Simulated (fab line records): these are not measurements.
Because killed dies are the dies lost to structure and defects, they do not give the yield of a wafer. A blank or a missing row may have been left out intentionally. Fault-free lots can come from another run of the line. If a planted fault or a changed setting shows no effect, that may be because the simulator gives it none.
Check for tools in common -- flow ritCmos -- 15 lots and 45 wafers in the sample

== WHAT PROMPTED THE OPENING ==
RIT_GATE_THK_MEAS_07, reading GATE_OXIDE_THK: flagged on 3 of 15 lots. Fault-free wafers read 3.02 nm, with a standard deviation of 0.062.
Rule: a lot is flagged in two cases, either no wafer of it has a number, or all its wafers with numbers fall more than 4 standard deviations from that mean. The other lots count as sound.

lot,measured,on,"GATE_OXIDE_THK (nm), wafer by wafer",flag
L909,day 2 14:59,filmMetro-01,3.12 3.12 3.11,
L910,day 2 18:03,filmMetro-04,3.13 2.96 3.06,
L912,day 3 06:22,filmMetro-03,3.68 3.65 3.70,FLAGGED
L913,day 3 08:14,filmMetro-04,3.11 3.01 3.00,
L915,day 3 21:26,filmMetro-01,3.70 3.67 3.71,FLAGGED
L914,day 3 21:28,filmMetro-04,3.63 3.68 3.70,FLAGGED
L920,day 5 03:59,filmMetro-03,3.04 3.01 3.06,
L923,day 5 13:15,filmMetro-01,3.02 2.97 3.01,
L925,day 5 23:02,filmMetro-04,2.93 2.93 2.91,
L926,day 6 04:33,filmMetro-04,3.10 3.11 3.08,
L927,day 6 07:43,filmMetro-01,3.11 2.94 3.05,
L928,day 6 10:43,filmMetro-03,3.00 2.99 2.97,
L930,day 7 02:56,filmMetro-03,3.11 3.05 3.08,
L931,day 7 06:24,filmMetro-01,2.97 2.98 2.97,
L932,day 7 15:36,filmMetro-03,3.06 3.07 3.12,
The mean of the flagged lots' numbers is 3.68 nm, +0.66 nm from the usual (+11 standard deviations).

== EACH LOT AND THE TOOL IT RAN ON ==
The record holds 1 process step before the reading, out of a route of 202 steps. Every cell lists first the tool, next ch and the chambers used by the sampled wafers, and last the start.
lot,flag,RIT_GATE_OXIDATION_05
L909,,"furnace-04 ch 0, day 2 13:28"
L910,,"furnace-01 ch 0, day 2 15:59"
L912,FLAGGED,"furnace-01 ch 0, day 3 03:04"
L913,,"furnace-04 ch 0, day 3 06:55"
L915,FLAGGED,"furnace-01 ch 0, day 3 20:06"
L914,FLAGGED,"furnace-01 ch 0, day 3 20:06"
L920,,"furnace-04 ch 0, day 4 22:59"
L923,,"furnace-03 ch 0, day 5 11:03"
L925,,"furnace-03 ch 0, day 5 21:41"
L926,,"furnace-01 ch 0, day 6 02:58"
L927,,"furnace-04 ch 0, day 6 06:21"
L928,,"furnace-03 ch 0, day 6 08:28"
L930,,"furnace-01 ch 0, day 6 21:58"
L931,,"furnace-04 ch 0, day 7 02:56"
L932,,"furnace-04 ch 0, day 7 09:12"
What is done by these steps:
- RIT_GATE_OXIDATION_05: target thk 3 nm, ox time 270 s.
- RIT_GATE_THK_MEAS_07

== FLAGGED OVER TOTAL, TOOL BY TOOL (the gauges that took the reading come last) ==
step,tool,lots run,flagged,share of the flagged lots,sound lots run after its first flagged lot
RIT_GATE_OXIDATION_05,furnace-01,6,3,all,"2 (L926,L930)"
RIT_GATE_OXIDATION_05,furnace-03,3,0,none,-
RIT_GATE_OXIDATION_05,furnace-04,6,0,none,-
RIT_GATE_THK_MEAS_07,filmMetro-01,5,1,some,"3 (L923,L927,L931)"
RIT_GATE_THK_MEAS_07,filmMetro-03,5,1,some,"4 (L920,L928,L930,L932)"
RIT_GATE_THK_MEAS_07,filmMetro-04,5,1,some,"2 (L925,L926)"

== THE TABLE: WHAT IT ALLOWS ==
1 row of the table ran every flagged lot: furnace-01 at RIT_GATE_OXIDATION_05.
- furnace-01 at RIT_GATE_OXIDATION_05: 3 of its 6 lots flagged. After the first flagged lot (L926, L930), sound lots still ran on it; a lasting fault on the whole tool would not permit that. Its own readings lie more than 4 standard deviations out on every wafer of the flagged lots: spikeTcCentreC, spikeTcSourceC, tubeCenterTempC, tube_center_temp_C_max.
There is no row in the table that ran each flagged lot and no sound lot after the first.

== WHAT THE SIMULATOR PUT IN ==
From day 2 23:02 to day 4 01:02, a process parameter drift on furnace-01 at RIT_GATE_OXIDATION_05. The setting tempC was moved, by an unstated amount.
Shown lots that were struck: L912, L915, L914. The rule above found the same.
